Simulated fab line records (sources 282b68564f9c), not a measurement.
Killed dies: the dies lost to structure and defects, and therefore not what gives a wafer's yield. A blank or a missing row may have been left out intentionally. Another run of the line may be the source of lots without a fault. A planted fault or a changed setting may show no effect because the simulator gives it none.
A lot that was struck, set against a sound lot	flow rit cmos	15 out of 202 route steps
Sound: wafers L486.3, L486.4, L486.5. Wafers struck: L496.1, L496.2, L496.6. The cause is named last.
Per side, at each step with rows, come the tool, then ch with its chambers, and then its first start. Under that, the readings that differ: sound wafers	struck wafers	difference of the means	sigmas: that difference in standard deviations of wafers without a fault.
alike: readings with means less than 2 such deviations apart, plus words and numbers identical on both sides. not compared: withheld readings, readings lacking a value on some wafer, bounds such as >300 that could conceal the same value, and numbers that have no deviation in the record and whose values overlap.
Wherever a step has rows on one side only, a row that says differs or no value, or a row with sigmas, the two part there. When numbers do not overlap yet have no deviation, they are printed without sigmas and do not part them. A reading missing from all wafers of one side parts the sides only when that side holds two or more wafers.

RIT_CONTACT_OVL_MEAS_09:
  sound on overlay-02 at day 4 00:36; struck on overlay-02 at day 6 00:58
  alike: CONTACT_OVL
then, 1 step without rows for these wafers: RIT_CONTACT_HARDBAKE_10 (time 60 s).
RIT_CONTACT_ETCH_11: etches SiO2 in CHF3/CF4/Ar, stops on TiSi2, target depth 480 nm, time 320 s.
  sound on rie diel-02 ch 0,2,3, day 4 00:46; struck on rie diel-02 ch 0,3, day 6 01:09
  alike: drypump motor current A, oes product au, throttle valve pct
  not compared: rf hours counter h
RIT_CONTACT_STRIP_12: strips in O2, time 180 s.
  sound on plasma asher-03 ch 0,1, day 4 01:02; struck on plasma asher-04 ch 0,1, day 6 01:21
  alike: drypump motor current A
  not compared: rf hours counter h
RIT_CONTACT_CD_MEAS_90: target cd 1000 nm.
  sound on cd sem-02 at day 4 01:11; struck on cd sem-01 at day 6 01:31
reading	sound	struck	difference	sigmas
cd nm (nm)	998.4 997.7 997.2	1002.8 1003.3 1003.2	+5.3	+2
then, 2 steps without rows for these wafers: RIT_CONTACT_CLEAN_13 (cleans in SC1, time 600 s); RIT_CONTACT_CLEAN_14 (cleans in SC2, time 600 s).
RIT_M1_SPUTTER_00: material Al, target thk 400 nm, time 500 s.
  sound on pvd sputter-03 at day 4 01:38; struck on pvd sputter-01 at day 6 01:59
  alike: throttle valve pct
RIT_M1_RS_MEAS_01: measurement is done with a four-point probe.
  sound on film metro-03 at day 4 01:59; struck on film metro-03 at day 6 02:17
  alike: M1_AL_RS
RIT_M1_THK_MEAS_02: measures by xrf.
  sound on film metro-03 at day 4 02:05; struck on film metro-03 at day 6 02:25
  alike: M1_AL_THK
then, 2 steps without rows for these wafers: RIT_M1_HMDS_03 (prime time 60 s); RIT_M1_COAT_04 (resist thk 1300 nm).
RIT_M1_SOFTBAKE_05: time 60 s.
  sound on litho track-03 ch 0, day 4 02:28; struck on litho track-03 ch 0, day 6 02:46
reading	sound	struck	difference	sigmas
run length s (s)	89.41 89.29 89.39	97.54 97.72 97.69	+8.29	+49
  alike: exhaust pa
then, 1 step without rows for these wafers: RIT_M1_EXPOSE_06 (exposes mask M12, target cd 2600 nm).
RIT_M1_PROBE_99:
  sound on prober-01 at day 4 05:46; struck on prober-01 at day 6 06:08
reading	sound	struck	difference	sigmas
killed at front end	3 15 7	5 1 1	-6	-2
killed open	3 9 3	2 1 0	-4	-2
  alike: defect limited yield, killed at contacts, killed dies, killed short, sort_bin_3_pad_short, sort_bin_5_function, sort_bin_6_memory, sort n pass, sort yield pct

== WHERE THEY PART ==
First at RIT_CONTACT_CD_MEAS_90; last, within this record, at RIT_M1_PROBE_99.

WHY: the cause the simulator had injected
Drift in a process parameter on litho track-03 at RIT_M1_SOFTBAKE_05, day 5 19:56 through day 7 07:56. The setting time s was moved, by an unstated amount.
